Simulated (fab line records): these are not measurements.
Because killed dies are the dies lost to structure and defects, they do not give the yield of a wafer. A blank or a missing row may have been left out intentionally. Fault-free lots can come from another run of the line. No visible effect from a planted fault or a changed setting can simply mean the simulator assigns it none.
Matching of chambers	flow berkeley cmos170	UCB170_V2_CMP_02 on cmp-02 has 4 sister chambers
The step polishes SiO2. 8 wafers are shown with their chamber, then 9 later ones without.

== WAFERS, EACH WITH ITS CHAMBER ==
wafer	chamber	motor current A (A)
L200.1	0	18.2
L202.4	3	16.6
L208.1	2	19.6
L208.2	1	14.1
L208.3	3	16.4
L210.1	0	18.8
L210.2	2	19.8
L210.6	1	14.3

== WAFERS WHOSE CHAMBER IS MISSING ==
wafer	motor current A (A)
L212.2	17.8
L212.3	18.9
L212.5	19.9
L214.2	17.5
L214.3	17.1
L214.4	14.6
L219.2	17.2
L219.3	16.9
L219.4	18.6

== THE CHAMBER EACH PASSED THROUGH ==
wafer	from the rows above	in truth
L212.2	0	0
L212.3	can't be placed: 0 or 2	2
L212.5	2	2
L214.2	can't be placed: 0 or 3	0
L214.3	3	3
L214.4	1	1
L219.2	3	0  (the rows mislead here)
L219.3	3	3
L219.4	0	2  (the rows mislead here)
5 of 9 placed correctly. Can't be placed from these rows: 2 (the true chamber is among the candidates in 2). Placed wrongly: 2.
How it was worked out, from the rows above alone: a wafer's distance from a chamber is the root of the sum, over the readings, of the square of ((its reading less the chamber's mean) divided by the reading's scatter). The wafer belongs to the nearest chamber; if the next one is less than 2 further off, it can't be placed. The mean given for a chamber averages the wafers shown for that chamber. The scatter: take each reading less its chamber's mean, square it, sum over the shown wafers, divide by the number of wafers less the number of chambers, and take the root.
